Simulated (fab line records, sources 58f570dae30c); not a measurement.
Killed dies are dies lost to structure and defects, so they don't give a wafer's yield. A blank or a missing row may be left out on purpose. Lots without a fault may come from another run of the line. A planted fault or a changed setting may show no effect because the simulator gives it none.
Split-lot experiment | flow berkeley_cmos170 | 5 lots, 23 wafers read, on a route of 331 steps

THE SPLIT
At UCB170_NWELL_OXIDATION_01 (target thk 26.4 nm, ox time 1260 s), the setting temp_c was moved away from the recipe's 1000 C on 20 of the 23 wafers read, by -1.1% to +2.7%. The other wafers ran this setting at the recipe's value.

The file shows no step between the split and the reading.

THE READING
NWELL_OXIDE_THK, in nm, at UCB170_NWELL_THK_MEAS_02. Fault-free wafers of this fab line usually give 25.9 nm, standard deviation 0.57 nm.

wafer  | tool, chamber at the split | temp_c as run, C | against the recipe | NWELL_OXIDE_THK, nm | against lot-mates on the recipe
L074.1 | -, -                       | 989              | -1.1%              | 23.5                | no lot-mate on the recipe
L074.3 | -, -                       | 989              | -1.1%              | 24.1                | no lot-mate on the recipe
L074.4 | -, -                       | 989              | -1.1%              | 23.7                | no lot-mate on the recipe
L074.5 | -, -                       | 989              | -1.1%              | 23.7                | no lot-mate on the recipe
L074.6 | -, -                       | 989              | -1.1%              | 23.7                | no lot-mate on the recipe
L082.2 | -, -                       | 1022             | +2.2%              | 31.9                | no lot-mate on the recipe
L082.3 | -, -                       | 1022             | +2.2%              | 32.3                | no lot-mate on the recipe
L082.4 | -, -                       | 1022             | +2.2%              | 32.3                | no lot-mate on the recipe
L082.5 | -, -                       | 1022             | +2.2%              | 32.2                | no lot-mate on the recipe
L082.6 | -, -                       | 1022             | +2.2%              | 32.2                | no lot-mate on the recipe
L083.1 | -, -                       | 1027             | +2.7%              | 33.4                | no lot-mate on the recipe
L083.2 | -, -                       | 1027             | +2.7%              | 33.1                | no lot-mate on the recipe
L083.4 | -, -                       | 1027             | +2.7%              | 32.8                | no lot-mate on the recipe
L083.5 | -, -                       | 1027             | +2.7%              | 32.8                | no lot-mate on the recipe
L083.6 | -, -                       | 1027             | +2.7%              | 32.9                | no lot-mate on the recipe
L084.3 | furnace-02, 0              | 1000             | recipe             | 25.5                | -
L084.5 | furnace-02, 0              | 1000             | recipe             | 25.2                | -
L084.6 | furnace-02, 0              | 1000             | recipe             | 25.4                | -
L085.1 | -, -                       | 1015             | +1.5%              | 28.7                | no lot-mate on the recipe
L085.3 | -, -                       | 1015             | +1.5%              | 29.0                | no lot-mate on the recipe
L085.4 | -, -                       | 1015             | +1.5%              | 28.5                | no lot-mate on the recipe
L085.5 | -, -                       | 1015             | +1.5%              | 29.0                | no lot-mate on the recipe
L085.6 | -, -                       | 1015             | +1.5%              | 29.6                | no lot-mate on the recipe

THE FIT
A straight line over all 23 wafers: NWELL_OXIDE_THK changes by +2.52 nm for each +1% of temp_c; r = +0.98; the points scatter about the line by 0.67 nm.
Too few moved wafers have a lot-mate on the recipe to fit a line with each lot's own level taken away.

THE WHOLE CHAIN: every reading that the file lists as answering this split, in the file's order
step                      | what it does                       | reading                                                                            | change (the file's fit)              | r (the file's)
UCB170_NWELL_OXIDATION_01 | target thk 26.4 nm, ox time 1260 s | SiO2_of_NWELL_OXIDATION_01.thk_nm (the simulator's own value, which no gauge read) | +2.52 nm for each +1% of the setting | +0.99
UCB170_NWELL_THK_MEAS_02  |                                    | NWELL_OXIDE_THK                                                                    | +2.52 for each +1% of the setting    | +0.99

THE FILE'S OWN FIT
NWELL_OXIDE_THK changes by +2.52 nm for each +1% of temp_c, r = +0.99.
